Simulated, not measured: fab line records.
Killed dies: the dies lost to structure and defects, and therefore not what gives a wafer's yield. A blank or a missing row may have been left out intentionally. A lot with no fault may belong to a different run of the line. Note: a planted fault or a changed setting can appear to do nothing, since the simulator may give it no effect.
A struck lot beside a sound one	flow rit_cmos	34 steps out of a route of 202
Sound: wafers L903.3, L903.4, L903.5. The struck wafers were L913.1, L913.3, L913.5. The cause is named last.
Each step with rows lists, per side, the tool, then ch with its chambers, then its first start. Under that, the readings that differ: sound wafers	struck wafers	difference of the means	sigmas: that difference in standard deviations of wafers without a fault.
alike: a reading whose means differ by less than 2 such deviations, as well as words and numbers matching on both sides. not compared: withheld readings; readings where some wafer has no value; bounds like >300 that might hide an equal value; numbers whose values overlap and for which the record gives no deviation.
The two part at a step that has a row with sigmas, a row that says differs or no value, or rows on one side only. Non-overlapping numbers with no deviation appear without sigmas and do not part them. A reading missing from all wafers of one side parts the sides only when that side holds two or more wafers.

first, 2 steps without rows for these wafers: RIT_SPACER_CLEAN_02 (cleans in SC2, time 600 s); RIT_SPACER_CVD_03 (deposits Si3N4 from SiH2Cl2/NH3, target thk 250 nm, time 3300 s).
RIT_SPACER_THK_MEAS_04:
  struck on film_metro-03, day 7 13:32; sound on film_metro-04, day 5 19:04
reading	sound	struck	difference	sigmas
SPACER_NITRIDE_THK (nm)	247.8 244.8 248.7	254.5 253.1 253.5	+6.6	+3
RIT_SPACER_ETCHBACK_05: etches Si3N4 in SF6/CHF3, stops on SiO2, target depth 250 nm, time 240 s.
  sound on rie_diel-01 ch 1,3, day 5 19:07; struck on rie_diel-01 ch 0,1,3, day 7 13:36
  alike: drypump_motor_current_A, oes_product_au, throttle_valve_pct
  not compared: rf_hours_counter_h
then, 6 steps without rows for these wafers: RIT_NSD_HMDS_00 (prime time 60 s); RIT_NSD_COAT_01 (resist thk 1000 nm); RIT_NSD_SOFTBAKE_02 (time 60 s); RIT_NSD_EXPOSE_03 (exposes mask M9, target cd 40700 nm); RIT_NSD_PEB_04; RIT_NSD_DEVELOP_05 (develop time 50 s).
RIT_NSD_OVL_MEAS_06:
  struck on overlay-02, day 7 14:47; sound on overlay-02, day 5 20:17
  alike: NSD_OVL
then, 1 step without rows for these wafers: RIT_NSD_HARDBAKE_07 (time 60 s).
RIT_NSD_IMPLANT_08:
  sound on implanter-02 ch 0, day 5 20:40; struck on implanter-02 ch 0, day 7 14:58
reading	sound	struck	difference	sigmas
dose_ions_cm2	9.98e+14 1.0009e+15 9.998e+14	7.01e+14 7.007e+14 6.978e+14	-3.00e+14	-99 or more
faraday_current_uA	3090 2985 3222	2215 2143 2205	-911	-15
RIT_NSD_STRIP_09: strips in O2, time 180 s.
  sound on plasma_asher-02 ch 0,1, day 5 20:54; struck on plasma_asher-02 ch 0,1, day 7 15:07
  alike: drypump_motor_current_A
  not compared: rf_hours_counter_h
RIT_NSD_TW_MEAS_10:
  struck on film_metro-02, day 7 15:17; sound on film_metro-04, day 5 21:02
reading	sound	struck	difference	sigmas
NSD_TW	3158 3149 3155	2871 2870 2863	-286	-6
then, 6 steps without rows for these wafers: RIT_PSD_HMDS_00 (prime time 60 s); RIT_PSD_COAT_01 (resist thk 1000 nm); RIT_PSD_SOFTBAKE_02 (time 60 s); RIT_PSD_EXPOSE_03 (exposes mask M10, target cd 40900 nm); RIT_PSD_PEB_04; RIT_PSD_DEVELOP_05 (develop time 50 s).
RIT_PSD_OVL_MEAS_06:
  struck on overlay-02, day 7 16:25; sound on overlay-02, day 5 22:04
  alike: PSD_OVL
then, 2 steps without rows for these wafers: RIT_PSD_HARDBAKE_07 (time 60 s); RIT_PSD_IMPLANT_08.
RIT_PSD_STRIP_09: strips in O2, time 180 s.
  sound on plasma_asher-03 ch 0,1, day 5 22:27; struck on plasma_asher-04 ch 0, day 7 16:45
  alike: drypump_motor_current_A
  not compared: rf_hours_counter_h
RIT_PSD_TW_MEAS_10:
  struck on film_metro-04, day 7 16:56; sound on film_metro-01, day 5 22:35
reading	sound	struck	difference	sigmas
PSD_TW	3338 3356 3346	3465 3481 3455	+120	+2
then, 3 steps without rows for these wafers: RIT_SDANNEAL_CLEAN_00 (cleans in SC1, time 600 s); RIT_SDANNEAL_CLEAN_01 (cleans in dHF, time 30 s); RIT_SDANNEAL_CLEAN_02 (cleans in SC2, time 600 s).
RIT_SDANNEAL_RTA_03: time 5 s.
  sound on rtp_anneal-02 ch 0, day 5 23:01; struck on rtp_anneal-02 ch 0, day 7 17:22
  alike: wafer_temp_C_max
RIT_SDANNEAL_RS_MEAS_04: uses a four-point probe to measure.
  struck on film_metro-01, day 7 17:25; sound on film_metro-04, day 5 23:05
  alike: PSD_RS
RIT_SDANNEAL_RS_MEAS_05: uses a four-point probe to measure.
  struck on film_metro-01, day 7 17:32; sound on film_metro-04, day 5 23:13
reading	sound	struck	difference	sigmas
NSD_RS (ohm/sq)	84.0 84.3 84.3	113.0 113.5 113.0	+29.0	+91
RIT_SDANNEAL_RS_MEAS_06: uses a four-point probe to measure.
  struck on film_metro-01, day 7 17:40; sound on film_metro-04, day 5 23:20
  alike: PLDD_RS
RIT_M1_PROBE_99:
  struck on prober-02, day 8 00:39; sound on prober-02, day 6 07:05
reading	sound	struck	difference	sigmas
model.etest.nmos_0p3.r_on_ohm_um	2155 2125 2138	2290 2291 2313	+159	
model.etest.contact_nplus.end_ohm_um	41.73 41.24 41.72	68.69 72.64 68.08	+28.24	
model.etest.nmos_narrow.drive_ua_um	235.1 234.2 233.1	211.3 212.9 204.8	-24.5	
model.etest.nmos_0p3.drive_ua_um	231.6 230.7 228.9	210.8 210.5 204.9	-21.7	
model.etest.nmos_0p15.tox_inv_nm (nm)	4.36 4.435 4.399	4.76 4.769 4.832	+0.39	
model.etest.nmos_0p15.junction_log10_a_um	-13.57 -13.52 -13.65	-13.25 -12.97 -13.24	+0.43	
  alike: killed_at_contacts, killed_at_front_end, killed_dies, killed_on_rim, killed_open, killed_short
  not compared: model.etest.nmos_0p15.r_on_ohm_um, model.etest.nmos_0p15.drive_ua_um

WHERE THEY PART
Last at RIT_SDANNEAL_RS_MEAS_05 as far as this record goes, first at RIT_SPACER_THK_MEAS_04. Later steps at which nothing parts them and some readings are alike: RIT_SDANNEAL_RS_MEAS_06, RIT_M1_PROBE_99.

WHY: whatever the simulator had introduced
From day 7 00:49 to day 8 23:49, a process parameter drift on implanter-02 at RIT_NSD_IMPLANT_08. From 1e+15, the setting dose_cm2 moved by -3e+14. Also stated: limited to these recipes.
